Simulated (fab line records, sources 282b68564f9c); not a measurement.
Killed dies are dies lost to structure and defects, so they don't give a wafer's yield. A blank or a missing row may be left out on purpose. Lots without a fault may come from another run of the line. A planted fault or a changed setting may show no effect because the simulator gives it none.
Which tool did it? | flow rit_cmos | 15 lots, 45 wafers sampled, at 5 steps of a route of 202

WHAT THE GAUGES READ, wafer by wafer
RIT_GATE_THK_MEAS_07. Usual: GATE_OXIDE_THK 3.01 nm, standard deviation 0.06.
lot  | measured    | on            | GATE_OXIDE_THK (nm) | flag
L117 | day 2 17:56 | film_metro-03 | 3.03 2.98 3.04      |
L118 | day 2 23:47 | film_metro-02 | 2.96 2.94 3.05      |
L119 | day 3 03:06 | film_metro-04 | 3.01 3.01 3.02      |
L120 | day 3 09:27 | film_metro-04 | 3.14 3.21 3.14      |
L121 | day 3 11:01 | film_metro-04 | 3.07 3.09 3.07      |
L122 | day 3 16:43 | film_metro-02 | 3.02 3.06 3.06      |
L123 | day 4 00:31 | film_metro-02 | 3.01 3.01 2.92      |
L126 | day 4 14:52 | film_metro-02 | 2.98 2.92 2.98      |
L129 | day 5 04:27 | film_metro-02 | 2.92 3.04 2.92      |
L130 | day 5 05:20 | film_metro-03 | 3.01 3.00 3.06      |
L131 | day 5 14:08 | film_metro-02 | 2.98 3.00 3.03      |
L134 | day 6 04:29 | film_metro-02 | 2.92 2.98 3.01      |
L136 | day 6 15:15 | film_metro-04 | 2.94 2.90 2.93      |
L137 | day 6 17:26 | film_metro-02 | 2.92 2.96 2.92      |
L138 | day 6 23:41 | film_metro-04 | 2.94 2.88 2.93      |

RIT_PLDD_TW_MEAS_10. Usual: PLDD_TW 2348, standard deviation 14.
lot  | measured    | on            | PLDD_TW           | flag
L117 | day 3 04:40 | film_metro-03 | 2330 2340 2340    |
L118 | day 3 09:10 | film_metro-01 | 2337 2331 2331    |
L119 | day 3 12:58 | film_metro-02 | 2393 2384 2369    |
L120 | day 3 20:00 | film_metro-03 | 2336 2347 2343    |
L121 | day 3 22:20 | film_metro-02 | 2372 2381 2369    |
L122 | day 4 03:49 | film_metro-01 | 2348 2360 2367    |
L123 | day 4 11:46 | film_metro-02 | 2344 2349 2369    |
L126 | day 5 04:08 | film_metro-03 | 30 30 30 30 30 30 | OFF
L129 | day 5 16:35 | film_metro-02 | 30 30 30 30 30 30 | OFF
L130 | day 5 16:37 | film_metro-03 | 30 30 30 30 30 30 | OFF
L131 | day 5 23:26 | film_metro-02 | 2351 2362 2361    |
L134 | day 6 16:28 | film_metro-03 | 2356 2354 2346    |
L136 | day 7 02:25 | film_metro-01 | 2353 2345 2336    |
L137 | day 7 05:12 | film_metro-02 | 2367 2357 2343    |
L138 | day 7 09:55 | film_metro-03 | 2344 2353 2335    |

RIT_NSD_OVL_MEAS_06. Usual: NSD_OVL 0.7 nm, standard deviation 1.4.
lot  | measured    | on         | NSD_OVL (nm)   | flag
L117 | day 3 08:03 | overlay-02 | -0.4 1.4 2.6   |
L118 | day 3 12:50 | overlay-02 | 2.6 3.6 1.5    |
L119 | day 3 16:29 | overlay-02 | 0.1 0.3 2.4    |
L120 | day 3 23:31 | overlay-01 | 3.6 2.5 2.3    |
L121 | day 4 02:55 | overlay-02 | 1.5 0.3 0.7    |
L122 | day 4 07:31 | overlay-02 | 0.8 -2.2 -1.3  |
L123 | day 4 16:55 | overlay-02 | -1.5 0.2 -1.2  |
L131 | day 6 02:51 | overlay-01 | -0.6 -0.1 -1.2 |
L134 | day 6 19:53 | overlay-01 | 1.9 2.0 0.9    |
L136 | day 7 06:10 | overlay-01 | 1.9 0.6 1.2    |
L137 | day 7 09:53 | overlay-02 | -1.4 -1.7 -1.9 |
L138 | day 7 13:28 | overlay-01 | -0.1 0.3 0.0   |

RIT_PSD_OVL_MEAS_06. Usual: PSD_OVL -0.7 nm, standard deviation 1.3.
lot  | measured    | on         | PSD_OVL (nm)   | flag
L117 | day 3 09:28 | overlay-02 | -2.9 -0.7 -0.8 |
L118 | day 3 14:16 | overlay-02 | -1.1 0.1 0.3   |
L119 | day 3 17:55 | overlay-01 | -0.8 -1.0 0.8  |
L120 | day 4 01:02 | overlay-01 | 3.9 1.7 3.1    |
L121 | day 4 04:37 | overlay-01 | -0.7 -0.5 -0.7 |
L122 | day 4 09:04 | overlay-01 | -0.4 1.0 0.6   |
L123 | day 4 18:36 | overlay-01 | -0.4 -1.7 -1.8 |
L131 | day 6 04:34 | overlay-01 | -1.9 -1.6 -1.3 |
L134 | day 6 21:19 | overlay-02 | -0.5 -0.1 0.1  |
L136 | day 7 07:35 | overlay-02 | 1.8 0.4 -0.6   |
L137 | day 7 11:38 | overlay-02 | -1.7 -1.8 -4.4 |
L138 | day 7 15:03 | overlay-02 | 0.3 -1.0 -1.4  |

WHICH TOOL RAN EACH LOT (tool, then ch and the chambers of the sampled wafers, then the start)
lot  | RIT_PLDD_DEVELOP_05
L117 | litho_track-01 ch 0, day 3 04:00
L118 | litho_track-01 ch 0, day 3 08:00
L119 | litho_track-01 ch 0, day 3 12:00
L120 | litho_track-03 ch 0, day 3 19:00
L121 | litho_track-01 ch 0, day 3 21:00
L122 | litho_track-01 ch 0, day 4 03:00
L123 | litho_track-01 ch 0, day 4 11:00
L126 | litho_track-01 ch 0, day 5 03:00
L129 | litho_track-01 ch 0, day 5 15:00
L130 | litho_track-01 ch 0, day 5 15:00
L131 | litho_track-04 ch 0, day 5 22:00
L134 | litho_track-03 ch 0, day 6 15:00
L136 | litho_track-03 ch 0, day 7 01:00
L137 | litho_track-04 ch 0, day 7 04:00
L138 | litho_track-03 ch 0, day 7 09:00
- RIT_PLDD_DEVELOP_05: develop time 50 s.

WHAT THE TOOLS THEMSELVES READ (means of the sampled wafers that have a number; where no wafer has one, the mark that the record gives instead)
The record holds no such reading with a usual standard deviation.

THE ANSWER, worked out from the rows above alone
Rule: a lot is off if the mean of its wafers that have a number lies more than 3 standard deviations from the usual mean. A lot without any number at a reading at which 4 lots or more have one is off too. The other lots that the step has rows for count as sound. The gauges are gone through in route order, then the tools' own readings, and for those a lot's mean is taken as printed above. The first step at which some lot is off is used, and at that step the reading that is off furthest; a lot without a number counts as furthest.
Off: L126, L129, L130, at RIT_PLDD_TW_MEAS_10 (PLDD_TW).
A tool fits if, at a process step before that reading, it ran every lot that is off, and no sound lot after the first of them. The gauges at RIT_PLDD_TW_MEAS_10 are tried like those tools. One fits: litho_track-01 at RIT_PLDD_DEVELOP_05. Its last sound lot is L123 (day 4 11:00), its first lot that is off L126 (day 5 03:00): a fault that began between those two fits.

WHAT THE SIMULATOR HAD PUT IN
Process parameter drift: litho_track-01, from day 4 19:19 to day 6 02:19, at RIT_PLDD_DEVELOP_05. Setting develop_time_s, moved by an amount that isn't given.
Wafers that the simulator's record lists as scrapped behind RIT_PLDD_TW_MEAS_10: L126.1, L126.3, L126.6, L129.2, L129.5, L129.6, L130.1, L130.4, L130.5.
Lots struck among those shown: L126, L129, L130. The rule above found the same.
